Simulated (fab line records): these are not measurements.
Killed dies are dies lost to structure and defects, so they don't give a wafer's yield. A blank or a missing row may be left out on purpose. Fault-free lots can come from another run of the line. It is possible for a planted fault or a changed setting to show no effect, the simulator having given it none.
A lot that was struck, set against a sound lot	flow rit_cmos	19 out of 202 route steps
Sound: these wafers, L776.3, L776.4, L776.5. Wafers L769.1, L769.4, L769.6 were the ones struck. The cause comes at the end.
Order at every step that has rows: each side's tool, ch and its chambers, its first start. Under that, the readings that differ: sound wafers	struck wafers	difference of the means	sigmas: that difference in standard deviations of wafers without a fault.
alike: same words and numbers on both sides, and readings whose means sit less than 2 such deviations apart. not compared: any withheld reading, any reading some wafer has no value for, any bound like >300 that may hide the same value, and any number with overlapping values for which the record gives no deviation.
A row with sigmas, a row that says differs or no value, or rows on one side alone: a step with any of these is where the two part. Non-overlapping numbers with no deviation appear without sigmas and do not part them. A reading that every wafer of one side lacks parts them only if that side has two wafers or more.

RIT_ACTIVE_BOW_MEAS_00:
  sound on film_metro-02, day 6 00:02; struck on film_metro-03, day 4 13:00
  alike: INCOMING_BOW
then, 1 step without rows for these wafers: RIT_ACTIVE_OXIDATION_01 (target thk 46.8 nm, ox time 3209 s).
RIT_ACTIVE_THK_MEAS_02:
  sound on film_metro-01, day 6 02:04; struck on film_metro-03, day 4 15:03
  alike: ACTIVE_OXIDE_THK
RIT_ACTIVE_CVD_03: deposits Si3N4 from SiH2Cl2/NH3, target thk 150 nm, time 1500 s.
  sound on lpcvd-02 ch 1, day 6 02:07; struck on lpcvd-01 ch 0, day 4 15:07
reading	sound	struck	difference	sigmas
model.Si3N4_of_ACTIVE_CVD_03.thk_nm (nm)	149.9 151 149.5	213.9 213.5 214.7	+63.9	
RIT_ACTIVE_THK_MEAS_04:
  sound on film_metro-01, day 6 04:16; struck on film_metro-01, day 4 16:32
reading	sound	struck	difference	sigmas
ACTIVE_NITRIDE_THK (nm)	150.0 151.0 149.5	213.9 213.5 214.8	+63.9	+46
then, 6 steps without rows for these wafers: RIT_ACTIVE_HMDS_05 (prime time 60 s); RIT_ACTIVE_COAT_06 (resist thk 1000 nm); RIT_ACTIVE_SOFTBAKE_07 (time 60 s); RIT_ACTIVE_EXPOSE_08 (exposes mask M1, target cd 1400 nm); RIT_ACTIVE_PEB_09; RIT_ACTIVE_DEVELOP_10 (develop time 50 s).
RIT_ACTIVE_CD_MEAS_11: target cd 1400 nm.
  sound on cd_sem-02, day 6 05:23; struck on cd_sem-02, day 4 17:26
  alike: cd_nm
then, 1 step without rows for these wafers: RIT_ACTIVE_HARDBAKE_12 (time 60 s).
RIT_ACTIVE_ETCH_13: etches Si3N4 in SF6, stops on SiO2, time 210 s, target depth 210 nm.
  sound on rie_diel-01 ch 1,3, day 6 05:42; struck on rie_diel-01 ch 2,3, day 4 17:43
reading	sound	struck	difference	sigmas
oes_product_au (a.u.)	0.827 0.835 0.816	0.974 0.979 0.998	+0.158	+11
model.etch.depth_nm (nm)	149.9 151 149.5	209.3 208.3 210.9	+59.4	
model.ACTIVE.feature_depth_nm (nm)	151.8 153.9 151.4	209.3 208.3 210.9	+57.1	
model.SiO2_of_ACTIVE_OXIDATION_01.thk_nm (nm)	43.69 42.68 43.79	45.69 45.28 45.67	+2.16	
  alike: drypump_motor_current_A, throttle_valve_pct
  not compared: rf_hours_counter_h
RIT_ACTIVE_STRIP_14: strips in O2, time 180 s.
  sound on plasma_asher-03 ch 0,1, day 6 05:53; struck on plasma_asher-01 ch 0,1, day 4 17:50
  alike: drypump_motor_current_A
  not compared: rf_hours_counter_h
RIT_ACTIVE_CD_MEAS_90: target cd 1400 nm.
  sound on cd_sem-02, day 6 06:03; struck on cd_sem-02, day 4 18:01
  alike: cd_nm
then, 1 step without rows for these wafers: RIT_ACTIVE_CLEAN_15 (cleans in SC1, time 600 s).
RIT_ACTIVE_CLEAN_16: cleans in dHF, time 30 s.
  sound on wet_bench-02 ch 0, day 6 06:19; struck on wet_bench-01 ch 1, day 4 18:20
reading	sound	struck	difference	sigmas
model.Si3N4_of_ACTIVE_CVD_03.thk_nm (nm)	149.1 150.2 148.6	213.1 212.6 213.9	+63.9	
then, 1 step without rows for these wafers: RIT_ACTIVE_CLEAN_17 (cleans in SC2, time 600 s).

## WHERE THEY PART
First at RIT_ACTIVE_THK_MEAS_04; last, within this record, at RIT_ACTIVE_ETCH_13. Later steps at which nothing parts them and some readings are alike: RIT_ACTIVE_STRIP_14, RIT_ACTIVE_CD_MEAS_90.

WHY: whatever the simulator had introduced
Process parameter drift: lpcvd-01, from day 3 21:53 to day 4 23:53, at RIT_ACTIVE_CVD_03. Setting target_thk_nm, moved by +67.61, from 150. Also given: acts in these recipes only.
